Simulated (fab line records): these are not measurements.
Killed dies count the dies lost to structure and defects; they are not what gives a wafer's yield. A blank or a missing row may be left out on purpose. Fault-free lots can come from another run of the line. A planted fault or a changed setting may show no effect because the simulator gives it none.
Problem report, 8D (eight disciplines) form, completed by code    flow rit cmos    the parts of the form that need people (team, actions taken, sign-off) are left out

## 1. PROBLEM STATEMENT
Wafers free of any fault read 249.3 nm (standard deviation 2.7) for SPACER_NITRIDE_THK at RIT_SPACER_THK_MEAS_04, against a mean of 234.0 nm on 6 wafers of 2 lots. That puts it -5.7 standard deviations away from the usual mean.
First seen on wafer L726.4, day 6 21:31, on film metro-04. At this step, 42 wafers from 14 lots have a number in the record. By rule, "out" or "out of limits" means more than 4 standard deviations away from the usual mean. Any other wafer with a number is counted as sound.

## 2. WHAT IT IS, AND WHAT IT ISN'T
question                     is                      is not
which readings at this step  SPACER_NITRIDE_THK      -
which lots                   L726, L727              L707, L708, L709, L710, L711, L713, L714, L715, L716, L717, L725, L730
which wafers of those lots   all that have a number  -
read on which gauges         film metro-04           film metro-02, film metro-03
when                         from day 6 21:31        up to then (33 sound wafers); but 3 sound wafers of L730 came after

## 3. WHAT RULES OUT EACH SUSPECT
Counting: a tool at any process step up to the reading remains a suspect when it ran all the lots that are out and ran no sound lot after the first of those.
- the gauge at RIT_SPACER_THK_MEAS_04: kept. All the wafers that are out were read on film metro-04, and no step on other tools shows them out.
- lpcvd-02 at RIT_SPACER_CVD_03 (deposits Si3N4 from SiH2Cl2/NH3, target thk 250 nm, time 3300 s): kept. Every lot that is out went through it, starting with L726 (day 6 19:34), and after that it ran no sound lot; the last sound lot it ran before then is L725 (day 6 14:56).
Remaining after the count are lpcvd-02 at RIT_SPACER_CVD_03 and film metro-04 at RIT_SPACER_THK_MEAS_04.

## 4. THE CAUSE (what the simulator had put in)
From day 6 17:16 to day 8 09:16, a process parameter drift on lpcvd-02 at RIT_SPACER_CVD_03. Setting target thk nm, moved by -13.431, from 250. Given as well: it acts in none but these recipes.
Counting leaves 2 suspects; this tool is one of them.

## 5. THE EFFECT CHAIN, in route order
Rows list readings where the struck wafers' mean (over those with a number) sits beyond 3 standard deviations from the usual. Scope: only readings with a usual standard deviation given in the record; hours: median across lots of the time from each lot's start at the first step in this table that gives one to its start at this step; sigmas: change in usual standard deviations.
hours  step                    reading             usual     on struck wafers  change  sigmas
0      RIT_SPACER_THK_MEAS_04  SPACER_NITRIDE_THK  249.3 nm  234.0             -15.3   -5.7
Later steps that measure or inspect, where all struck wafers having a row at the step show a number for every such reading and not one has moved that far: RIT_M1_BOW_MEAS_16.

## 6. WHAT WOULD HAVE CAUGHT IT SOONER
4 hours passed between the start of the fault at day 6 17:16 and the first reading out of limits at a measuring or inspecting step in this record, taken at day 6 21:31.
Of the lots that are out (2), L727 began RIT_SPACER_CVD_03 on lpcvd-02 after day 6 21:31. Putting the tool on hold at that point would have spared it.
